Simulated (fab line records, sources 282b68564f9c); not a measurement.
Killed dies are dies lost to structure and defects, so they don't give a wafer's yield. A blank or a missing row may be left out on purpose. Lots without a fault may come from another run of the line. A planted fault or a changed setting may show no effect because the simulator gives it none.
One fault seen from 2 desks | flow rit_cmos | each desk has only its own numbers; what lay behind them comes last

THE TOOL OWNER'S DESK: iline_stepper-02
The tool's own readings at RIT_GATE_EXPOSE_13 (exposes mask M6, target cd 150 nm): means of the sampled wafers that have a number, for each lot that ran on this tool. A lot is out of limits, marked OUT, if its mean lies more than 4 standard deviations from the usual mean; the brackets give that distance.
Columns: A = exposure_dose_mJ_cm2 at RIT_GATE_EXPOSE_13, usual 377.8
lot  | first seen here | A
L799 | day 2 12:12     | 377.8
L802 | day 3 04:23     | 377.5
L806 | day 3 23:08     | 378.1
L811 | day 4 23:49     | 403.1 (+68) OUT
L813 | day 5 12:42     | 398.0 (+55) OUT
L814 | day 5 15:30     | 394.8 (+46) OUT
This desk's finding: out of limits on L811, L813, L814; first on L811, day 4 23:49 (exposure_dose_mJ_cm2 at RIT_GATE_EXPOSE_13). In limits: L799, L802, L806.

THE METROLOGY DESK
What the gauges read, lot by lot, whatever tool the lot ran on: means of the sampled wafers that have a number. A lot is out of limits, marked OUT, if its mean lies more than 4 standard deviations from the usual mean; the brackets give that distance.
Columns: A = cd_nm at RIT_GATE_CD_MEAS_16, usual 149.7 nm
lot  | first seen here | A
L799 | day 2 12:36     | 149.7
L802 | day 3 04:47     | 153.1
L803 | day 3 08:50     | 149.1
L804 | day 3 13:05     | 144.5
L805 | day 3 17:54     | 151.3
L806 | day 3 23:32     | 146.7
L810 | day 4 21:17     | 150.8
L811 | day 5 00:13     | 115.2 (-16) OUT
L813 | day 5 13:06     | 122.6 (-12) OUT
L814 | day 5 15:54     | 127.4 (-10) OUT
L815 | day 5 21:37     | 152.7
L817 | day 6 07:07     | 149.8
L818 | day 6 12:49     | 148.3
L820 | day 6 22:18     | 148.3
L821 | day 7 03:23     | 150.4
This desk's finding: out of limits on L811, L813, L814; first on L811, day 5 00:13 (cd_nm at RIT_GATE_CD_MEAS_16). In limits: L799, L802, L803, L804, L805, L806, L810, L815, L817, L818, L820, L821.

PUT TOGETHER
The tool owner's desk could have raised an alarm at day 4 23:49, on L811, L813, L814.
The metrology desk could have raised an alarm at day 5 00:13, on L811, L813, L814.
Of the lots named, all ran RIT_GATE_EXPOSE_13 on iline_stepper-02.

WHAT THE SIMULATOR HAD PUT IN
Process parameter drift: iline_stepper-02, from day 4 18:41 on, at RIT_GATE_EXPOSE_13. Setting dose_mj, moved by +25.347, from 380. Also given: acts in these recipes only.
Lots struck among those shown: L811, L813, L814.
Hours from the fault's start to each desk's first reading out of limits: the tool owner's desk, 5; the metrology desk, 6.
